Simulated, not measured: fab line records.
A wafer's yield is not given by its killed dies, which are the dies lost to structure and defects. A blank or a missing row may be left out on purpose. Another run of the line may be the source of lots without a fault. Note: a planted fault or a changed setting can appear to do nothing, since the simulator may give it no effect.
A struck lot beside a sound one	flow berkeleyCmos170	43 out of 331 route steps
Sound: these wafers, L556.1, L556.2, L556.5. Wafers struck: L537.2, L537.4, L537.5. Last of all comes the cause.
Per side, at each step with rows, come the tool, then ch with its chambers, and then its first start. Under that, the readings that differ: sound wafers	struck wafers	difference of the means	sigmas: that difference in standard deviations of wafers without a fault.
alike: words and numbers the same on both sides, and readings whose means are apart by under 2 such deviations; not compared: readings that were withheld, readings missing a value for some wafer, numbers with overlapping values and no deviation given by the record, and bounds like >300 which may hide the same value.
The two part at a step that has a row with sigmas, a row that says differs or no value, or rows on one side only. Numbers that don't overlap but have no deviation are shown without sigmas and don't part them. Lack of a reading on every wafer of one side parts them only where that side has two or more wafers.

first, 3 steps without rows for these wafers: UCB170_PVT_EXPOSE_03 (exposes mask NWELL, target cd 3000 nm); UCB170_PVT_PEB_04; UCB170_PVT_DEVELOP_05 (develop time 45 s).
UCB170_PVT_OVL_MEAS_06:
  struck on overlay-01, day 6 21:40; sound on overlay-02, day 10 18:04
  alike: PVT_OVL
after that, 1 step had no rows for these wafers: UCB170_PVT_IMPLANT_07.
UCB170_PVT_STRIP_08: strips in O2.
  sound on plasmaAsher-01 ch 0,1, day 10 18:15; struck on plasmaAsher-03 ch 1, day 6 21:51
reading	sound	struck	difference	sigmas
drypumpMotorCurrentA (A)	5.5 5.7 5.5	6.4 6.5 6.5	+0.9	+2
  alike: oesProductAu, stripTimeToEndpointS
  not compared: rfHoursCounterH
UCB170_PVT_TW_MEAS_09:
  struck on filmMetro-01, day 6 21:58; sound on filmMetro-01, day 10 18:21
  alike: PVT_TW
then, 1 step without rows for these wafers: UCB170_GATE_WET_ETCH_00 (etches SiO2 in dHF, time 200 s).
UCB170_FIELD_THK_MEAS_91:
  struck on filmMetro-04, day 6 22:05; sound on filmMetro-04, day 10 18:30
reading	sound	struck	difference	sigmas
FIELD_OXIDE_LEFT_2_THK (nm)	330 334 334	370 375 366	+38	+4
then, 1 step without rows for these wafers: UCB170_GATE_OXIDATION_01 (target thk 6.6 nm, ox time 1800 s).
UCB170_GATE_THK_MEAS_02:
  struck on filmMetro-01, day 7 02:14; sound on filmMetro-02, day 11 00:25
  alike: GATE_OXIDE_THK
then, 1 step without rows for these wafers: UCB170_GATE_ANNEAL_03 (time 1800 s).
UCB170_GATE_CVD_04: deposits poly-Si from SiH4, time 1440 s, target thk 214 nm.
  sound on lpcvd-02 ch 0, day 11 06:10; struck on lpcvd-02 ch 1, day 7 06:11
reading	sound	struck	difference	sigmas
spikeTcCentreC (C)	611.0 610.6 609.1	602.2 600.8 601.7	-8.7	-6
spikeTcLoadC (C)	629.1 629.5 629.2	621.5 622.4 622.2	-7.2	-3
spikeTcSourceC (C)	628.9 631.0 629.4	614.8 616.6 616.4	-13.8	-11
susceptorTempC (C)	609.81 610.08 609.65	598.48 597.83 597.80	-11.81	-44
model.poly-Si_of_GATE_CVD_04.thkNm (nm)	215.4 215.5 215.9	162.2 160.8 162.5	-53.8	
UCB170_GATE_THK_MEAS_05:
  struck on filmMetro-02, day 7 07:50; sound on filmMetro-01, day 11 07:34
reading	sound	struck	difference	sigmas
GATE_POLY_THK (nm)	215.5 215.6 216.0	162.2 160.7 162.4	-53.9	-30
  not compared: hold
then, 5 steps without rows for these wafers: UCB170_GATE_COAT_07 (resist thk 900 nm); UCB170_GATE_SOFTBAKE_08 (time 60 s); UCB170_GATE_EXPOSE_09 (exposes mask POLY, target cd 350 nm); UCB170_GATE_PEB_10; UCB170_GATE_DEVELOP_11 (develop time 45 s).
UCB170_GATE_CD_MEAS_12 targets a cd of 350 nm.
  struck on cdSem-01, day 7 10:35; sound on cdSem-01, day 11 08:52
reading	sound	struck	difference	sigmas
cdNm (nm)	353.9 353.4 353.5	348.0 348.3 348.3	-5.4	-3
UCB170_GATE_OVL_MEAS_13:
  struck on overlay-02, day 7 10:41; sound on overlay-02, day 11 08:59
  alike: GATE_OVL
UCB170_GATE_ETCH_14: etches BARC in N2/H2.
  sound on rieDiel-01 ch 1,3, day 11 09:01; struck on rieDiel-01 ch 0,2,3, day 7 10:47
  alike: biasW, drypumpMotorCurrentA, oesProductAu, throttleValvePct
UCB170_GATE_ETCH_15: etches poly-Si in HBr/Cl2, stops on SiO2, time 56.3 s, target depth 278.2 nm.
  sound on rieSi-02 ch 0,3, day 11 09:04; struck on rieSi-01 ch 1,2, day 7 10:50
reading	sound	struck	difference	sigmas
oesProductAu (a.u.)	0.837 0.847 0.848	0.690 0.706 0.716	-0.140	-13
model.GATE.featureDepthNm (nm)	215.4 215.5 215.9	162.2 160.9 162.5	-53.7	
model.etch.depthNm (nm)	215.4 215.5 215.9	162.2 160.8 162.5	-53.8	
  alike: biasW, drypumpMotorCurrentA, throttleValvePct
  not compared: rfHoursCounterH
UCB170_GATE_STRIP_16: strips in O2.
  sound on plasmaAsher-01 ch 0,1, day 11 09:07; struck on plasmaAsher-01 ch 0,1, day 7 10:53
  alike: drypumpMotorCurrentA, oesProductAu
  not compared: rfHoursCounterH
UCB170_GATE_CD_MEAS_90 targets a cd of 350 nm.
  struck on cdSem-02, day 7 11:13; sound on cdSem-02, day 11 09:19
reading	sound	struck	difference	sigmas
cdNm (nm)	353.8 353.3 353.6	348.5 349.8 348.1	-4.8	-3
then, 7 steps without rows for these wafers: UCB170_GATE_CLEAN_17 (cleans in SPM, time 600 s); UCB170_PLDD_HMDS_00 (prime time 60 s); UCB170_PLDD_COAT_01 (resist thk 900 nm); UCB170_PLDD_SOFTBAKE_02 (time 60 s); UCB170_PLDD_EXPOSE_03 (exposes mask PSELECT, target cd 1200 nm); UCB170_PLDD_PEB_04; UCB170_PLDD_DEVELOP_05 (develop time 45 s).
UCB170_PLDD_CD_MEAS_06 targets a cd of 1200 nm.
  struck on cdSem-01, day 7 13:08; sound on cdSem-01, day 11 11:22
  alike: cdNm
UCB170_PLDD_OVL_MEAS_07:
  struck on overlay-02, day 7 13:14; sound on overlay-02, day 11 11:29
  alike: PLDD_OVL
then, 2 steps without rows for these wafers: UCB170_PLDD_IMPLANT_08; UCB170_PLDD_IMPLANT_09.
UCB170_PLDD_STRIP_10: strips in O2.
  sound on plasmaAsher-04 ch 0,1, day 11 11:50; struck on plasmaAsher-03 ch 0,1, day 7 13:42
  alike: drypumpMotorCurrentA, oesProductAu, stripTimeToEndpointS
  not compared: rfHoursCounterH
UCB170_PLDD_TW_MEAS_11:
  struck on filmMetro-02, day 7 13:52; sound on filmMetro-03, day 11 11:56
reading	sound	struck	difference	sigmas
PLDD_TW	999 1000 1000	1023 1021 1023	+23	+2
then, 3 steps without rows for these wafers: UCB170_PLDD_CLEAN_12 (cleans in SPM, time 600 s); UCB170_NLDD_HMDS_00 (prime time 60 s); UCB170_NLDD_COAT_01 (resist thk 900 nm).
UCB170_SILICIDE_PRE_CLEAN_00: preclean etch time 60 s.
  struck on pvdSputter-04, day 8 02:19; sound on pvdSputter-04, day 12 00:46
reading	sound	struck	difference	sigmas
model.poly-Si_of_GATE_CVD_04.thkNm (nm)	208.5 208.6 209	155.2 153.9 155.4	-53.9	
UCB170_M3_PROBE_99:
  only the struck wafers here have rows in the record (prober-02, day 9 00:03); the sound ones have none

WHERE THEY PART
Earliest at UCB170_PVT_STRIP_08; latest, in this record, at UCB170_M3_PROBE_99.

WHY: what the simulator had put in
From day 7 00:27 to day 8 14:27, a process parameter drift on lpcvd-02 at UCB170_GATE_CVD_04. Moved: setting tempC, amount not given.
